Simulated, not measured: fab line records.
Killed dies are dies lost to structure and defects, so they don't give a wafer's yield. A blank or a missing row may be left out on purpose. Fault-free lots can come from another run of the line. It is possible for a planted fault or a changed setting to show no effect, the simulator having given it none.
Chamber matching -- flow berkeley_cmos170 -- UCB170_CONTACT_ETCH_17 on rie_diel-03 has 4 sister chambers
The step etches BARC in N2/H2. 7 wafers are shown with their chamber, then 7 later ones without.

## WAFERS WITH THEIR CHAMBER
wafer,chamber,drypump_motor_current_A (A),throttle_valve_pct (%)
L533.5,3,5.7,13.20
L534.4,3,5.7,13.22
L537.3,1,6.3,13.24
L537.4,2,6.6,13.23
L537.6,1,6.3,13.24
L544.2,2,6.5,13.23
L544.5,0,5.7,13.30

## WAFERS WHOSE CHAMBER IS MISSING
wafer,drypump_motor_current_A (A),throttle_valve_pct (%)
L544.6,5.7,13.18
L548.2,6.5,13.24
L548.3,5.6,13.30
L548.6,6.5,13.25
L550.2,5.6,13.31
L550.3,6.5,13.24
L550.4,5.7,13.18

## WHICH CHAMBER EACH WENT THROUGH
wafer,from the rows above,in truth
L544.6,3,3
L548.2,2,2
L548.3,0,0
L548.6,2,2
L550.2,0,0
L550.3,2,2
L550.4,3,3
7 of 7 placed correctly. From these rows, 0 cannot be placed. Number placed wrongly: 0.
How it was worked out, from the rows above alone: a wafer's distance from a chamber is the root of the sum, over the readings, of the square of ((its reading less the chamber's mean) divided by the reading's scatter). The wafer belongs to the nearest chamber; if the next one is less than 2 further off, it can't be placed. For every chamber, the mean is computed from those of its wafers that are shown. The scatter: take each reading less its chamber's mean, square it, sum over the shown wafers, divide by the number of wafers less the number of chambers, and take the root.
